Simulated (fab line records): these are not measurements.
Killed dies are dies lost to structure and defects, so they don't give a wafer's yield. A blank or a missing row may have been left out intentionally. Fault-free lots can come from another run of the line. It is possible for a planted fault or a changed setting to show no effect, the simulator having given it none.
fab line records + flow berkeley-cmos170
record:
- lots: 14
- wafers: 42
- last-day: 11
route steps=331 shown CONTACT@217 M2@286 M3@312
lots that met no fault: from a run of the same line without faults
start-h: hours from the record's first day to the start of the lot's first wafer shown + wait-h: how many hours have passed since the lot's step before this one + " the same as in the row above + L1.1+2: a single row standing in for several wafers + - either no value or no given start + * or withheld: withheld + < > ~ a bound
route shown NAME@n: NAME is a module with steps in the file, n the number in the route of the first one + usual: mean and standard deviation over wafers with no fault + same: alike in all rows + chamber/n: place in a boat + sites: per-site readings + _std_site: how widely they spread, as a standard deviation + _edge_site: inner sites' mean taken away from outer sites' mean + radius-mm: how far each site lies from the wafer's centre + mask NAME#n: copy n + behind: the most recent tool/chamber to have shaped the wafer + hold: what put the lot on hold/how long, in hours/how the hold closed + device: transistor that didn't switch, given as n, p or np + end of line: tests of these same wafers at the route's end + where a step has no rows: the recipe by itself + killed: not the wafer's yield, but the dies lost to structure and defects at the first sort + map: a wafer's dies, x killed, . not, _ none there
set.NAME: setting as actually run; set.NAME@STEP: the setting as run at that earlier step + model.NAME: the simulator's own value behind a step, which no gauge read
one table for each step of the route and one row for each wafer, over a sample of lots
services: the hour from which a tool's chamber was out of use, counted from the record's first day as start-h (under 0 if before that day), plus the number of hours and why
== steps ==
step: UCB170_CONTACT_CVD_01
recipe:
- material: PSG
- target-thk-nm: 700
- temp-c: 450
- precursor: SiH4/O2/PH3
- time-s: 2820
- pressure-mtorr: 300
- sih4-flow-sccm: 60
- o2-flow-sccm: 90
- ph3-flow-sccm: 25
usual:
- spike-tc-source-C: 468.6/2.4
- zone-power-centre-pct: 21.7/2.3
- zone-power-source-pct: 7.3/0.37
| lot.wafer | tool     | chamber | start-h | wait-h | spike-tc-source-C | zone-power-centre-pct | zone-power-source-pct |
|-----------|----------|---------|---------|--------|-------------------|-----------------------|-----------------------|
| L827.1    | lpcvd-02 | 0       | 152.29  | 0.0    | 468.1             | 19.0                  | 7.4                   |
| L827.2    | "        | 0       | "       | "      | 467.3             | 19.2                  | 7.2                   |
| L827.3    | "        | 0       | "       | "      | 469.2             | 19.0                  | 7.2                   |
| L828.1    | lpcvd-02 | 0       | 154.07  | 0.3    | 466.4             | 18.9                  | 7.2                   |
| L828.2    | "        | 0       | "       | "      | 468.6             | 18.9                  | 7.4                   |
| L828.6    | "        | 0       | "       | "      | 467.8             | 19.0                  | 7.2                   |
| L829.1    | lpcvd-02 | 1       | 165.48  | 0.0    | 474.2             | 22.9                  | 7.5                   |
| L829.3    | "        | 1       | "       | "      | 472.0             | 22.0                  | 7.5                   |
| L829.5    | "        | 1       | "       | "      | 473.4             | 22.6                  | 7.5                   |
| L830.1    | lpcvd-02 | 1       | 167.26  | 1.3    | 473.5             | 22.4                  | 7.5                   |
| L830.2    | "        | 1       | "       | "      | 474.9             | 22.8                  | 7.4                   |
| L830.4    | "        | 1       | "       | "      | 473.0             | 22.3                  | 7.5                   |
| L833.3    | lpcvd-02 | 0       | 177.63  | 0.0    | 469.0             | 18.7                  | 7.3                   |
| L833.4    | "        | 0       | "       | "      | 467.5             | 19.6                  | 7.2                   |
| L833.5    | "        | 0       | "       | "      | 466.6             | 19.1                  | 7.3                   |
| L831.2    | lpcvd-01 | 0       | 179.27  | 0.9    | 468.4             | 21.2                  | 6.8                   |
| L831.5    | "        | 0       | "       | "      | 468.9             | 21.2                  | 6.8                   |
| L831.6    | "        | 0       | "       | "      | 468.5             | 21.0                  | 6.8                   |
| L832.1    | lpcvd-01 | 1       | 179.27  | 1.1    | 467.7             | 25.5                  | 7.7                   |
| L832.3    | "        | 1       | "       | "      | 464.7             | 25.4                  | 7.9                   |
| L832.6    | "        | 1       | "       | "      | 468.9             | 25.6                  | 7.8                   |
| L836.1    | lpcvd-01 | 0       | 200.61  | 0.0    | 466.8             | 21.1                  | 6.9                   |
| L836.4    | "        | 0       | "       | "      | 468.9             | 21.3                  | 6.9                   |
| L836.5    | "        | 0       | "       | "      | 467.6             | 21.0                  | 6.8                   |
| L835.1    | lpcvd-02 | 0       | 200.84  | 0.0    | 468.6             | 19.1                  | 7.2                   |
| L835.2    | "        | 0       | "       | "      | 469.0             | 18.9                  | 7.3                   |
| L835.6    | "        | 0       | "       | "      | 466.7             | 18.8                  | 7.3                   |
| L837.2    | lpcvd-01 | 1       | 202.39  | 1.2    | 467.3             | 25.4                  | 7.9                   |
| L837.3    | "        | 1       | "       | "      | 467.2             | 26.0                  | 7.9                   |
| L837.5    | "        | 1       | "       | "      | 465.4             | 25.3                  | 7.9                   |
| L837.2    | lpcvd-01 | 1       | 206.11  | 1.9    | 467.4             | 24.9                  | 7.8                   |
| L837.3    | "        | 1       | "       | "      | 466.3             | 24.7                  | 7.8                   |
| L837.5    | "        | 1       | "       | "      | 467.4             | 25.3                  | 7.9                   |
| L838.1    | lpcvd-01 | 0       | 202.39  | 1.4    | 466.5             | 21.3                  | 6.9                   |
| L838.2    | "        | 0       | "       | "      | 468.3             | 21.4                  | 6.9                   |
| L838.5    | "        | 0       | "       | "      | 466.8             | 20.7                  | 6.9                   |
| L838.1    | lpcvd-01 | 0       | 206.11  | 1.9    | 468.7             | 21.0                  | 6.8                   |
| L838.2    | "        | 0       | "       | "      | 469.2             | 21.2                  | 7.0                   |
| L838.5    | "        | 0       | "       | "      | 466.3             | 21.3                  | 6.8                   |
| L839.1    | lpcvd-01 | 0       | 202.39  | 1.2    | 469.0             | 21.3                  | 7.0                   |
| L839.3    | "        | 0       | "       | "      | 468.6             | 21.4                  | 6.9                   |
| L839.6    | "        | 0       | "       | "      | 468.1             | 21.0                  | 6.9                   |
| L840.2    | lpcvd-02 | 1       | 216.25  | 0.7    | 473.9             | 22.7                  | 7.5                   |
| L840.3    | "        | 1       | "       | "      | 473.1             | 22.4                  | 7.6                   |
| L840.6    | "        | 1       | "       | "      | 472.9             | 22.8                  | 7.4                   |
| L848.1    | lpcvd-01 | 0       | 239.09  | 1.0    | 467.2             | 21.3                  | 6.8                   |
| L848.2    | "        | 0       | "       | "      | 469.2             | 21.2                  | 6.8                   |
| L848.4    | "        | 0       | "       | "      | 468.6             | 21.0                  | 6.8                   |
step: UCB170_CONTACT_THK_MEAS_02
recipe:
- reads: PSG_of_CONTACT_CVD_01
usual:
- CONTACT_PSG_THK: 698/6.5
| lot.wafer | tool          | chamber | start-h | wait-h | CONTACT_PSG_THK[nm] |
|-----------|---------------|---------|---------|--------|---------------------|
| L827.1    | film-metro-02 | -       | 154.07  | 0.0    | 704                 |
| L827.2    | "             | -       | "       | "      | 710                 |
| L827.3    | "             | -       | "       | "      | 708                 |
| L828.1    | film-metro-03 | -       | 155.86  | 0.0    | 703                 |
| L828.2    | "             | -       | "       | "      | 695                 |
| L828.6    | "             | -       | "       | "      | 702                 |
| L829.1    | film-metro-02 | -       | 167.26  | 0.0    | 708                 |
| L829.3    | "             | -       | "       | "      | 707                 |
| L829.5    | "             | -       | "       | "      | 702                 |
| L830.1    | film-metro-04 | -       | 169.04  | 0.0    | 706                 |
| L830.2    | "             | -       | "       | "      | 709                 |
| L830.4    | "             | -       | "       | "      | 704                 |
| L833.3    | film-metro-02 | -       | 179.44  | 0.0    | 700                 |
| L833.4    | "             | -       | "       | "      | 702                 |
| L833.5    | "             | -       | "       | "      | 699                 |
| L832.1    | film-metro-02 | -       | 181.06  | 0.0    | 694                 |
| L832.3    | "             | -       | "       | "      | 697                 |
| L832.6    | "             | -       | "       | "      | 700                 |
| L831.2    | film-metro-04 | -       | 181.07  | 0.0    | 698                 |
| L831.5    | "             | -       | "       | "      | 699                 |
| L831.6    | "             | -       | "       | "      | 692                 |
| L836.1    | film-metro-02 | -       | 202.39  | 0.0    | 693                 |
| L836.4    | "             | -       | "       | "      | 699                 |
| L836.5    | "             | -       | "       | "      | 697                 |
| L835.1    | film-metro-03 | -       | 202.62  | 0.0    | 703                 |
| L835.2    | "             | -       | "       | "      | 699                 |
| L835.6    | "             | -       | "       | "      | 703                 |
| L839.1    | film-metro-03 | -       | 204.18  | 0.0    | 687                 |
| L839.3    | "             | -       | "       | "      | 679                 |
| L839.6    | "             | -       | "       | "      | 688                 |
| L838.1    | film-metro-04 | -       | 207.89  | 0.0    | 1395                |
| L838.2    | "             | -       | "       | "      | 1395                |
| L838.5    | "             | -       | "       | "      | 1391                |
| L837.2    | film-metro-02 | -       | 207.90  | 0.0    | 1402                |
| L837.3    | "             | -       | "       | "      | 1399                |
| L837.5    | "             | -       | "       | "      | 1394                |
| L840.2    | film-metro-04 | -       | 218.05  | 0.0    | 697                 |
| L840.3    | "             | -       | "       | "      | 702                 |
| L840.6    | "             | -       | "       | "      | 693                 |
| L848.1    | film-metro-03 | -       | 240.87  | 0.0    | 695                 |
| L848.2    | "             | -       | "       | "      | 689                 |
| L848.4    | "             | -       | "       | "      | 694                 |
step: UCB170_CONTACT_ETCH_18
recipe:
- chemistry: CHF3/CF4/Ar
- target: PSG
- stop-on: TiSi2
- CHF3_flow_sccm: 45
- cf4-flow-sccm: 15
- Ar_flow_sccm: 150
- pressure-mtorr: 200
- rf-w: 700
- target-depth-a: 8400
- over-etch-frac: 0.2
- time-s: 195
usual:
- chamber-pressure-mTorr: 200.03/0.19
- drypump-motor-current-A: 5.5/0.33
- oes-product-au: 0.896/0.014
- throttle-valve-pct: 6.91/0.13
| lot.wafer | tool        | chamber | start-h | wait-h | chamber-pressure-mTorr | drypump-motor-current-A | oes-product-au | rf-hours-counter-h | throttle-valve-pct |
|-----------|-------------|---------|---------|--------|------------------------|-------------------------|----------------|--------------------|--------------------|
| L827.1    | rie-diel-03 | 1       | -       | -      | 200.31                 | 6.0                     | 0.913          | 154                | 6.88               |
| L827.2    | "           | 2       | "       | "      | 200.15                 | 5.2                     | 0.911          | 17                 | 6.92               |
| L827.3    | "           | 3       | "       | "      | 199.83                 | 5.6                     | 0.925          | 32                 | 6.73               |
| L828.1    | rie-diel-03 | 0       | -       | -      | 200.06                 | 5.4                     | 0.886          | 59                 | 6.77               |
| L828.2    | "           | 1       | "       | "      | 200.05                 | 6.0                     | 0.896          | 155                | 6.87               |
| L828.6    | "           | 2       | "       | "      | 199.91                 | 5.2                     | 0.898          | -                  | 6.91               |
| L829.1    | rie-diel-03 | 0       | -       | -      | 200.13                 | 5.4                     | 0.892          | 60                 | 6.78               |
| L829.3    | "           | 2       | "       | "      | 199.67                 | 5.2                     | 0.908          | 17                 | 6.93               |
| L829.5    | "           | 0       | "       | "      | 199.94                 | 5.4                     | 0.884          | -                  | 6.77               |
| L830.1    | rie-diel-04 | 0       | -       | -      | 199.88                 | 5.8                     | 0.886          | 143                | 7.08               |
| L830.2    | "           | 3       | "       | "      | 200.14                 | 5.2                     | 0.903          | 21                 | 6.96               |
| L830.4    | "           | 1       | "       | "      | 199.76                 | 5.4                     | 0.896          | 55                 | 6.93               |
| L833.3    | rie-diel-03 | 2       | -       | -      | 199.92                 | 5.2                     | 0.907          | 18                 | 6.92               |
| L833.4    | "           | 3       | "       | "      | 200.30                 | 5.6                     | 0.909          | 33                 | 6.73               |
| L833.5    | "           | 2       | "       | "      | 199.71                 | 5.2                     | 0.907          | -                  | 6.93               |
| L832.1    | rie-diel-04 | 0       | -       | -      | 199.92                 | 5.9                     | 0.878          | 143                | 7.10               |
| L832.3    | "           | 2       | "       | "      | 200.15                 | 5.8                     | 0.889          | 76                 | 7.13               |
| L832.6    | "           | 1       | "       | "      | 199.99                 | 5.3                     | 0.891          | -                  | 6.91               |
| L831.2    | rie-diel-01 | 2       | -       | -      | 200.18                 | 6.1                     | 0.909          | 2                  | 6.94               |
| L831.5    | "           | 3       | "       | "      | 200.25                 | 4.9                     | 0.915          | -                  | 7.02               |
| L831.6    | "           | 0       | "       | "      | 199.78                 | 5.4                     | 0.861          | -                  | 6.87               |
| L836.1    | rie-diel-04 | 2       | -       | -      | 200.20                 | 5.8                     | 0.891          | 77                 | 7.14               |
| L836.4    | "           | 3       | "       | "      | 200.19                 | 5.2                     | 0.892          | -                  | 6.95               |
| L836.5    | "           | 2       | "       | "      | 200.16                 | 5.8                     | 0.899          | -                  | 7.13               |
| L835.1    | rie-diel-03 | 2       | -       | -      | 200.34                 | 5.2                     | 0.904          | 19                 | 6.92               |
| L835.2    | "           | 0       | "       | "      | 199.94                 | 5.4                     | 0.882          | 62                 | 6.75               |
| L835.6    | "           | 0       | "       | "      | 200.20                 | 5.4                     | 0.885          | -                  | 6.75               |
| L839.1    | rie-diel-03 | 0       | -       | -      | 199.92                 | 5.4                     | 0.868          | 62                 | 6.76               |
| L839.3    | "           | 3       | "       | "      | 200.17                 | 5.6                     | 0.907          | 34                 | 6.74               |
| L839.6    | "           | 0       | "       | "      | 199.94                 | 5.4                     | 0.877          | -                  | 6.77               |
| L838.1    | rie-diel-03 | 3       | -       | -      | 200.22                 | 5.6                     | 1.009          | 35                 | 6.74               |
| L838.2    | "           | 1       | "       | "      | 200.24                 | 6.0                     | 1.041          | 2                  | 6.87               |
| L838.5    | "           | 3       | "       | "      | 200.17                 | 5.6                     | 1.015          | -                  | 6.73               |
| L837.2    | rie-diel-04 | 3       | -       | -      | 200.34                 | 5.2                     | 1.018          | 23                 | 6.95               |
| L837.3    | "           | 1       | "       | "      | 199.96                 | 5.3                     | 0.998          | 57                 | 6.91               |
| L837.5    | "           | 3       | "       | "      | 199.89                 | 5.2                     | 1.022          | -                  | 6.96               |
| L840.2    | rie-diel-03 | 1       | -       | -      | 200.10                 | 6.0                     | 0.916          | 3                  | 6.87               |
| L840.3    | "           | 3       | "       | "      | 199.99                 | 5.6                     | 0.919          | 35                 | 6.74               |
| L840.6    | "           | 1       | "       | "      | 200.06                 | 6.0                     | 0.910          | -                  | 6.88               |
| L848.1    | rie-diel-03 | 3       | -       | -      | 200.34                 | 5.6                     | 0.916          | 37                 | 6.74               |
| L848.2    | "           | 1       | "       | "      | 200.22                 | 6.1                     | 0.907          | 4                  | 6.87               |
| L848.4    | "           | 0       | "       | "      | 200.11                 | 5.4                     | 0.884          | 64                 | 6.76               |
step: UCB170_M2_CD_MEAS_15
recipe:
- target-cd-nm: 700
usual:
- cd-nm: 700.1/1.5
| lot.wafer | tool      | chamber | start-h | wait-h | cd-nm |
|-----------|-----------|---------|---------|--------|-------|
| L827.1    | cd-sem-01 | -       | 167.31  | -      | 701.5 |
| L827.2    | "         | -       | "       | "      | 701.5 |
| L827.3    | "         | -       | "       | "      | 700.3 |
| L828.1    | cd-sem-02 | -       | 173.13  | -      | 699.5 |
| L828.2    | "         | -       | "       | "      | 701.2 |
| L828.6    | "         | -       | "       | "      | 699.4 |
| L829.1    | cd-sem-02 | -       | 181.79  | -      | 701.8 |
| L829.3    | "         | -       | "       | "      | 701.3 |
| L829.5    | "         | -       | "       | "      | 703.2 |
| L830.1    | cd-sem-01 | -       | 184.41  | -      | 699.6 |
| L830.2    | "         | -       | "       | "      | 699.6 |
| L830.4    | "         | -       | "       | "      | 696.9 |
| L833.3    | cd-sem-01 | -       | 198.09  | -      | 701.3 |
| L833.4    | "         | -       | "       | "      | 701.9 |
| L833.5    | "         | -       | "       | "      | 700.9 |
| L831.2    | cd-sem-01 | -       | 198.68  | -      | 697.4 |
| L831.5    | "         | -       | "       | "      | 696.2 |
| L831.6    | "         | -       | "       | "      | 697.8 |
| L832.1    | cd-sem-02 | -       | 198.77  | -      | 697.4 |
| L832.3    | "         | -       | "       | "      | 697.1 |
| L832.6    | "         | -       | "       | "      | 697.0 |
| L835.1    | cd-sem-02 | -       | 216.97  | -      | 700.1 |
| L835.2    | "         | -       | "       | "      | 700.1 |
| L835.6    | "         | -       | "       | "      | 699.9 |
| L839.1    | cd-sem-01 | -       | 217.15  | -      | 701.1 |
| L839.3    | "         | -       | "       | "      | 699.7 |
| L839.6    | "         | -       | "       | "      | 700.6 |
| L836.1    | cd-sem-01 | -       | 217.27  | -      | 703.2 |
| L836.4    | "         | -       | "       | "      | 701.9 |
| L836.5    | "         | -       | "       | "      | 701.7 |
| L840.2    | cd-sem-02 | -       | 235.32  | -      | 700.5 |
| L840.3    | "         | -       | "       | "      | 699.7 |
| L840.6    | "         | -       | "       | "      | 698.2 |
| L848.1    | cd-sem-01 | -       | 254.02  | -      | 700.2 |
| L848.2    | "         | -       | "       | "      | 699.8 |
| L848.4    | "         | -       | "       | "      | 698.9 |
step: UCB170_M3_THK_MEAS_03
recipe:
- thk-meas-gauge: xrf
- reads: Al_of_M3_SPUTTER_01
usual:
- M3_AL_THK: 915/10
| lot.wafer | tool          | chamber | start-h | wait-h | M3_AL_THK[nm] |
|-----------|---------------|---------|---------|--------|---------------|
| L827.1    | film-metro-01 | -       | 171.34  | 0.1    | 903           |
| L827.2    | "             | -       | "       | "      | 924           |
| L827.3    | "             | -       | "       | "      | 932           |
| L828.1    | film-metro-03 | -       | 176.55  | 0.1    | 904           |
| L828.2    | "             | -       | "       | "      | 922           |
| L828.6    | "             | -       | "       | "      | 920           |
| L829.1    | film-metro-02 | -       | 185.48  | 0.1    | 903           |
| L829.3    | "             | -       | "       | "      | 904           |
| L829.5    | "             | -       | "       | "      | 898           |
| L830.1    | film-metro-01 | -       | 187.67  | 0.1    | 913           |
| L830.2    | "             | -       | "       | "      | 917           |
| L830.4    | "             | -       | "       | "      | 911           |
| L833.3    | film-metro-01 | -       | 201.41  | 0.1    | 919           |
| L833.4    | "             | -       | "       | "      | 931           |
| L833.5    | "             | -       | "       | "      | 918           |
| L831.2    | film-metro-03 | -       | 202.10  | 0.1    | 898           |
| L831.5    | "             | -       | "       | "      | 903           |
| L831.6    | "             | -       | "       | "      | 901           |
| L832.1    | film-metro-01 | -       | 202.48  | 0.1    | 913           |
| L832.3    | "             | -       | "       | "      | 916           |
| L832.6    | "             | -       | "       | "      | 915           |
| L835.1    | film-metro-03 | -       | 221.14  | 0.1    | 913           |
| L835.2    | "             | -       | "       | "      | 914           |
| L835.6    | "             | -       | "       | "      | 919           |
| L839.1    | film-metro-01 | -       | 221.41  | 0.1    | 919           |
| L839.3    | "             | -       | "       | "      | 930           |
| L839.6    | "             | -       | "       | "      | 905           |
| L836.1    | film-metro-03 | -       | 221.72  | 0.1    | 901           |
| L836.4    | "             | -       | "       | "      | 904           |
| L836.5    | "             | -       | "       | "      | 900           |
| L840.2    | film-metro-01 | -       | 238.66  | 0.1    | 927           |
| L840.3    | "             | -       | "       | "      | 924           |
| L840.6    | "             | -       | "       | "      | 925           |
| L848.1    | film-metro-02 | -       | 257.16  | 0.1    | 901           |
| L848.2    | "             | -       | "       | "      | 894           |
| L848.4    | "             | -       | "       | "      | 901           |
step: UCB170_M3_OVL_MEAS_16
usual:
- M3_OVL: 0/4.6
| lot.wafer | tool       | chamber | start-h | wait-h | M3_OVL[nm] |
|-----------|------------|---------|---------|--------|------------|
| L827.1    | overlay-02 | -       | 174.80  | 0.1    | 0          |
| L827.2    | "          | -       | "       | "      | -1         |
| L827.3    | "          | -       | "       | "      | 5          |
| L828.1    | overlay-02 | -       | 178.46  | 0.1    | 9          |
| L828.2    | "          | -       | "       | "      | 15         |
| L828.6    | "          | -       | "       | "      | 8          |
| L829.1    | overlay-01 | -       | 187.56  | 0.1    | -4         |
| L829.3    | "          | -       | "       | "      | 6          |
| L829.5    | "          | -       | "       | "      | 4          |
| L830.1    | overlay-02 | -       | 189.66  | 0.1    | -2         |
| L830.2    | "          | -       | "       | "      | 3          |
| L830.4    | "          | -       | "       | "      | -1         |
| L833.3    | overlay-02 | -       | 203.15  | 0.1    | -1         |
| L833.4    | "          | -       | "       | "      | -2         |
| L833.5    | "          | -       | "       | "      | -2         |
| L831.2    | overlay-01 | -       | 204.18  | 0.1    | 2          |
| L831.5    | "          | -       | "       | "      | -4         |
| L831.6    | "          | -       | "       | "      | -1         |
| L832.1    | overlay-01 | -       | 204.45  | 0.1    | -3         |
| L832.3    | "          | -       | "       | "      | 7          |
| L832.6    | "          | -       | "       | "      | 6          |
| L835.1    | overlay-02 | -       | 224.16  | 0.1    | 10         |
| L835.2    | "          | -       | "       | "      | 8          |
| L835.6    | "          | -       | "       | "      | 13         |
| L839.1    | overlay-02 | -       | 224.30  | 0.1    | -4         |
| L839.3    | "          | -       | "       | "      | -6         |
| L839.6    | "          | -       | "       | "      | -7         |
| L836.1    | overlay-01 | -       | 226.61  | 0.1    | -1         |
| L836.4    | "          | -       | "       | "      | -2         |
| L836.5    | "          | -       | "       | "      | 0          |
| L840.2    | overlay-02 | -       | 240.40  | 0.1    | -2         |
| L840.3    | "          | -       | "       | "      | -1         |
| L840.6    | "          | -       | "       | "      | -3         |
| L848.1    | overlay-02 | -       | 259.10  | 0.1    | -2         |
| L848.2    | "          | -       | "       | "      | 1          |
| L848.4    | "          | -       | "       | "      | -8         |
== services ==
| tool        | chamber | start-h | hours | kind           |
|-------------|---------|---------|-------|----------------|
| rie-diel-04 | -       | 154.08  | 0.5   | repair         |
| rie-diel-03 | 1       | 162.57  | -     | clean          |
| rie-diel-03 | 1       | 162.57  | 13.0  | scheduled-down |
| rie-diel-03 | 1       | 162.57  | 13.0  | vent-cycle     |
| rie-diel-01 | 0       | 187.21  | 4.4   | repair         |
| rie-diel-04 | 0       | 188.83  | -     | clean          |
| rie-diel-04 | 0       | 188.83  | 19.0  | scheduled-down |
| rie-diel-04 | 0       | 188.83  | 19.0  | vent-cycle     |
| rie-diel-01 | -       | 203.80  | 14.6  | pm             |
| rie-diel-01 | 2       | 218.84  | 4.0   | repair         |
| rie-diel-04 | 1       | 223.93  | 4.5   | repair         |
== key ==
first-sign:
- step: UCB170_CONTACT_CVD_01
- reading: visit
- direction: added
effect:
- step: UCB170_CONTACT_THK_MEAS_02
- reading: CONTACT_PSG_THK
- direction: up
- sigmas: 99+
- usual: 698
- struck: 1396
effect:
- step: UCB170_CONTACT_ETCH_18
- reading: oes-product-au
- direction: up
- sigmas: 8.4
- usual: 0.896
- struck: 1.017
met-at UCB170_CONTACT_CVD_01
struck-lots L837,L838
later-rows-left-out L837.2,L837.3,L837.5,L838.1,L838.2,L838.5
sort-left-out L837.2,L837.3,L837.5,L838.1,L838.2,L838.5
tester-left-out L837,L838
not-acting-at UCB170_M2_CD_MEAS_15,UCB170_M3_THK_MEAS_03,UCB170_M3_OVL_MEAS_16
fault:
- kind: repeated-step-whole
- tool: lpcvd-01,lpcvd-02
- chamber: -
- onset-h: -
- steps: UCB170_CONTACT_CVD_01
- times: 1
- scope: struck-lots-only
tester-left-out: of these lots the tester's yield and bins aren't shown, on N5 and GAA mostly nor the transistor test; their killed dies are dies lost to structure and defects alone, not to doping, threshold or leakage, so they don't give the yield
sort-left-out: the simulated sort isn't trusted on such a fault, so these wafers' sort isn't shown, and their yield isn't known
later-rows-left-out: the simulator's readings of these wafers behind a module that went badly wrong aren't trusted and aren't shown, but for the sort
